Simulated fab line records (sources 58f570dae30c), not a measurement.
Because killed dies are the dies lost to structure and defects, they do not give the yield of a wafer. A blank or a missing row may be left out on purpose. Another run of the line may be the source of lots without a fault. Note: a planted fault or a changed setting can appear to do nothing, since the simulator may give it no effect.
One fault through the eyes of 2 desks | flow berkeley cmos170 | every desk sees just its own numbers, and what lay behind them comes last

FROM THE METROLOGY DESK
Lot by lot, what the gauges showed, no matter which tool ran the lot: averages of those sampled wafers that carry a number. A lot is out of limits, marked OUT, if its mean lies more than 4 standard deviations from the usual mean; the brackets give that distance.
Columns: A = ACTIVE_OXIDE_THK at UCB170_ACTIVE_THK_MEAS_03, usual 26.5 nm; B = SCREENOX_OXIDE_THK at UCB170_SCREENOX_THK_MEAS_02, usual 14.4 nm; C = PLDD_TW at UCB170_PLDD_TW_MEAS_11, usual 1006; D = PLDD_RS at UCB170_SDANNEAL_RS_MEAS_04, usual 1031.2 ohm/sq
lot  | first seen here | A    | B    | C               | D
L699 | day 4 20:04     | 26.4 | 14.5 | 995             | 1033.5
L700 | day 4 20:05     | 26.9 | 14.6 | 1002            | 1029.2
L698 | day 4 20:05     | 26.9 | 14.4 | 1022            | 1031.9
L701 | day 5 02:22     | 25.5 | 14.8 | 1008            | 1030.5
L705 | day 5 23:23     | 27.1 | 14.8 | 1073 (+6.1) OUT | 878.4 (-59) OUT
L704 | day 5 23:23     | 27.0 | 14.4 | 1007            | 1033.0
L707 | day 6 04:55     | 27.0 | 14.1 | 998             | 1028.7
L708 | day 6 14:25     | 26.6 | 14.0 | 1088 (+7.4) OUT | 876.3 (-60) OUT
L710 | day 7 01:29     | 26.2 | 14.7 | 1021            | 1031.4
L713 | day 7 21:39     | 26.1 | 14.3 | 1001            | 1030.0
L714 | day 7 21:39     | 26.5 | 14.0 | 994             | 1035.6
L715 | day 8 04:31     | 27.0 | 14.0 | 1005            | 1029.6
L719 | day 9 06:19     | 25.9 | 13.8 | 993             | 1032.2
L720 | day 9 06:22     | 26.3 | 14.3 | 994             | 1030.1
This desk reports L705, L708 out of limits; the earliest was L705 at day 8 14:30 (PLDD_TW at UCB170_PLDD_TW_MEAS_11). Within limits: L699, L700, L698, L701, L704, L707, L710, L713, L714, L715, L719, L720.

FOR THE TOOL OWNER'S DESK: implanter-03
The tool's own readings at UCB170_PLDD_IMPLANT_09, given as means over the sampled wafers that have a number, one for each lot that went through this tool. A lot is out of limits, marked OUT, if its mean lies more than 4 standard deviations from the usual mean; the brackets give that distance.
Columns: A = beam on s at UCB170_PLDD_IMPLANT_09, usual 10.2 s; B = dose ions cm2 at UCB170_PLDD_IMPLANT_09, usual 5.001e+13
lot  | first seen here | A               | B
L701 | day 7 22:07     | 10.1            | 5.003e+13
L700 | day 7 22:26     | 10.0            | 5.008e+13
L705 | day 8 14:15     | 13.8 (+7.8) OUT | 7.286e+13 (+99 or more) OUT
L708 | day 9 12:54     | 14.2 (+8.6) OUT | 7.292e+13 (+99 or more) OUT
This desk's finding: out of limits on L705, L708; first on L705, day 8 14:15 (beam on s at UCB170_PLDD_IMPLANT_09). Within limits: L701, L700.

PUT TOGETHER
The tool owner's desk could have raised an alarm at day 8 14:15, on L705, L708.
Metrology desk: alarm possible at day 8 14:30 on L705, L708.
On implanter-03, each named lot ran UCB170_PLDD_IMPLANT_09.

WHAT THE SIMULATOR HAD PUT IN
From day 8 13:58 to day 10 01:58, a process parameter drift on implanter-03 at UCB170_PLDD_IMPLANT_09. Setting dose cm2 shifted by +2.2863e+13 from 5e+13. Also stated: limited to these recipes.
Struck lots among those shown: L705, L708.
Fault start to first reading out of limits, in hours, per desk: tool owner, 0; metrology, 1.
